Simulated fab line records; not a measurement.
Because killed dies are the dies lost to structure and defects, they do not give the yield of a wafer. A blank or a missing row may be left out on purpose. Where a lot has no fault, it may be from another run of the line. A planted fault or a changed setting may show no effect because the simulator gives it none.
2 desks looking at one fault | flow berkeley cmos170 | each desk has only its own numbers; what lay behind them comes last

## THE METROLOGY DESK
Means of the sampled wafers that have a number, per lot and without regard to the tool the lot ran on: this is what the gauges read. Any lot whose mean is over 4 standard deviations away from the usual mean is out of limits and marked OUT; that distance is given in the brackets.
Columns: A = SACOX_OXIDE_THK at UCB170_SACOX_THK_MEAS_02, usual 14.68 nm; B = PVT_OVL at UCB170_PVT_OVL_MEAS_06, usual 3 nm
lot  | first seen here | A              | B
L786 | day 5 13:48     | 14.89          | 3
L787 | day 5 13:50     | 14.75          | -1
L788 | day 5 19:24     | 14.46          | 11
L790 | day 5 19:25     | 14.58          | 2
L791 | day 5 19:25     | 14.24          | 3
L789 | day 5 19:28     | 14.35          | -9
L793 | day 6 21:01     | 14.64          | 2
L794 | day 6 21:01     | 14.67          | 4
L797 | day 7 04:28     | 14.95          | 4
L795 | day 7 04:29     | 14.78          | 2
L796 | day 7 12:50     | 14.72          | 7
L800 | day 8 04:26     | 6.27 (-34) OUT | -4
L802 | day 8 11:13     | 14.47          | -2
L804 | day 9 00:10     | 6.43 (-33) OUT | 0
L805 | day 9 00:12     | 6.53 (-33) OUT | 5
This desk finds L800, L804, L805 out of limits, with the earliest case on L800 at day 8 04:26 (SACOX_OXIDE_THK at UCB170_SACOX_THK_MEAS_02). L786, L787, L788, L790, L791, L789, L793, L794, L797, L795, L796, L802 stayed within limits.

## AT THE TOOL OWNER'S DESK: furnace-04
The tool's own readings at UCB170_SACOX_OXIDATION_01 (target thk 14.4 nm, ox time 2400 s): means of the sampled wafers that have a number, for each lot that ran on this tool. Any lot whose mean is over 4 standard deviations away from the usual mean is out of limits and marked OUT; that distance is given in the brackets.
Columns: A = spike tc centre C at UCB170_SACOX_OXIDATION_01, usual 903.6 C; B = spike tc load C at UCB170_SACOX_OXIDATION_01, usual 923.0 C; C = spike tc source C at UCB170_SACOX_OXIDATION_01, usual 923.5 C; D = tube center temp C at UCB170_SACOX_OXIDATION_01, usual 900.01 C; E = tube_center_temp_C_max at UCB170_SACOX_OXIDATION_01, usual 902.4; F = zone power load pct at UCB170_SACOX_OXIDATION_01, usual 29.0 %; G = zone power source pct at UCB170_SACOX_OXIDATION_01, usual 28.8 %
lot  | first seen here | A               | B               | C               | D                        | E                       | F              | G
L795 | day 7 02:49     | 902.1           | 921.9           | 924.0           | 900.04                   | 902.7                   | 28.8           | 26.1
L797 | day 7 02:49     | 902.8           | 921.6           | 924.1           | 899.98                   | 902.4                   | 28.4           | 26.5
L796 | day 7 11:10     | 902.9           | 922.4           | 924.5           | 899.99                   | 902.6                   | 28.6           | 26.6
L800 | day 8 02:46     | 830.1 (-61) OUT | 848.0 (-54) OUT | 849.8 (-61) OUT | 827.08 (-99 or more) OUT | 829.4 (-99 or more) OUT | 23.7 (-13) OUT | 21.9
L804 | day 8 22:31     | 829.9 (-61) OUT | 848.1 (-54) OUT | 849.5 (-62) OUT | 827.12 (-99 or more) OUT | 829.8 (-99 or more) OUT | 23.8 (-13) OUT | 21.9
L805 | day 8 22:31     | 829.2 (-62) OUT | 847.9 (-54) OUT | 849.6 (-62) OUT | 827.00 (-99 or more) OUT | 829.2 (-99 or more) OUT | 24.0 (-12) OUT | 21.9
This desk's finding: out of limits on L800, L804, L805; first on L800, day 8 02:46 (spike tc centre C at UCB170_SACOX_OXIDATION_01). L795, L797, L796 stayed within limits.

## PUT TOGETHER
At day 8 02:46, on L800, L804, L805, the tool owner's desk was in a position to raise an alarm.
L800, L804, L805 would have let the metrology desk raise an alarm at day 8 04:26.
All the named lots went through UCB170_SACOX_OXIDATION_01 on furnace-04.

## WHAT THE SIMULATOR PUT IN
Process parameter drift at UCB170_SACOX_OXIDATION_01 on furnace-04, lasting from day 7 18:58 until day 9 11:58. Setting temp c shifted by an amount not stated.
Lots struck among those shown: L800, L804, L805.
Delay (hours) between the fault's onset and each desk's first out-of-limits reading: 8 at the tool owner's desk, 9 at the metrology desk.
